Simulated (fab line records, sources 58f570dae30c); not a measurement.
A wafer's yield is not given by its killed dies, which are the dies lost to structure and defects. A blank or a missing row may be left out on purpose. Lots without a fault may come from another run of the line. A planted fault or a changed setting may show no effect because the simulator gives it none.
Split-lot trial | flow berkeleyCmos170 | 23 wafers read across 5 lots, on a route 331 steps long

## THE SPLIT ITSELF
At UCB170_CONTACT_EXPOSE_12 (exposes mask CONT, target cd 700 nm), the setting doseMj was moved away from the recipe's 35 on 9 of the 23 wafers read, by -6.7% to -6.1%. All remaining wafers had this setting at the recipe value.

## FROM THE SPLIT TO THE READING: what the file shows between them, 6 steps
- UCB170_CONTACT_PEB_13
- UCB170_CONTACT_DEVELOP_14: develop time 45 s
- UCB170_CONTACT_CD_MEAS_15: target cd 700 nm
- UCB170_CONTACT_ETCH_17: etches BARC in N2/H2
- UCB170_CONTACT_ETCH_18: etches PSG in CHF3/CF4/Ar, stops on TiSi2, target depth 840 nm, time 195 s
- UCB170_CONTACT_STRIP_19: strips in O2

## THE READING
cdNm, in nm, at UCB170_CONTACT_CD_MEAS_90 (target cd 700 nm). On this fab line, fault-free wafers typically give 699.7 nm with a standard deviation of 1.4 nm.

wafer  | tool, chamber at the split | doseMj as run | against the recipe | cdNm, nm | against lot-mates on the recipe
L078.1 | krfScanner-02, 0           | 32.88         | -6.1%              | 690.1    | -9.6
L078.2 | krfScanner-02, 0           | 32.88         | -6.1%              | 686.9    | -12.8
L078.3 | krfScanner-02, 0           | 35            | recipe             | 699.1    | -
L078.4 | krfScanner-02, 0           | 35            | recipe             | 700.2    | -
L078.5 | krfScanner-02, 0           | 32.88         | -6.1%              | 686.6    | -13.1
L080.1 | krfScanner-01, 0           | 35            | recipe             | 701.9    | -
L080.2 | krfScanner-01, 0           | 32.64         | -6.7%              | 688.5    | -12.3
L080.3 | krfScanner-01, 0           | 32.64         | -6.7%              | 687.6    | -13.2
L080.4 | krfScanner-01, 0           | 32.64         | -6.7%              | 689.9    | -10.9
L080.6 | krfScanner-01, 0           | 35            | recipe             | 699.8    | -
L076.2 | krfScanner-01, 0           | 35            | recipe             | 699.4    | -
L076.3 | krfScanner-01, 0           | 35            | recipe             | 700.8    | -
L076.4 | krfScanner-01, 0           | 32.77         | -6.4%              | 689.0    | -11.1
L076.5 | krfScanner-01, 0           | 32.77         | -6.4%              | 690.6    | -9.5
L076.6 | krfScanner-01, 0           | 32.77         | -6.4%              | 686.9    | -13.2
L081.2 | krfScanner-01, 0           | 35            | recipe             | 697.9    | -
L081.3 | krfScanner-01, 0           | 35            | recipe             | 697.6    | -
L081.4 | krfScanner-01, 0           | 35            | recipe             | 698.7    | -
L085.2 | krfScanner-01, 0           | 35            | recipe             | 698.4    | -
L085.3 | krfScanner-01, 0           | 35            | recipe             | 699.4    | -
L085.4 | krfScanner-01, 0           | 35            | recipe             | 697.7    | -
L085.5 | krfScanner-01, 0           | 35            | recipe             | 698.3    | -
L085.6 | krfScanner-01, 0           | 35            | recipe             | 697.6    | -

FIT RESULTS
A straight line over all 23 wafers: cdNm changes by +1.65 nm for each +1% of doseMj; r = +0.97; the points scatter about the line by 1.5 nm.
The same after taking each lot's own level away (the mean of its wafers on the recipe; 23 wafers): +1.83 nm for each +1%; r = +0.98; scatter 1.1 nm.
The reading moves by 12 nm for the largest change in doseMj, on that fit.
Measured against the standard deviation above, the lots' own levels, which go from 698.07 to 700.85 nm, span 2.0 times it.
So the lot-to-lot level changes the slope: the two fits differ.
Check: with one of the wafers moved furthest among these (-6.7%) left out of the fit, the line predicts -12.4 nm for it against its lot-mates. Against them it came out at -12.3 nm.

## THE OTHER SPLITS THESE WAFERS WENT THROUGH
Before the reading, these wafers also passed through other splits. Each is held against what the fit with the lots' levels taken away leaves over:
other split on the same wafers   | wafers away from the commonest value | r with cdNm (lot level and that fit taken away)
UCB170_SILICIDE_SPUTTER_01 timeS | 10                                   | +0.10

## THE WHOLE CHAIN: every reading that the file lists as answering this split, in the file's order
step                      | what it does         | reading                                                       | change (the file's fit)              | r (the file's)
UCB170_CONTACT_CD_MEAS_15 | target cd 700 nm     | cdNm                                                          | +1.81 nm for each +1% of the setting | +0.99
UCB170_CONTACT_ETCH_17    | etches BARC in N2/H2 | CONTACT.cdNm (the simulator's own value, which no gauge read) | +1.75 nm for each +1% of the setting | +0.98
UCB170_CONTACT_CD_MEAS_90 | target cd 700 nm     | cdNm                                                          | +1.84 nm for each +1% of the setting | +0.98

## FILE'S OWN FIT
cdNm changes by +1.84 nm for each +1% of doseMj, r = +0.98.
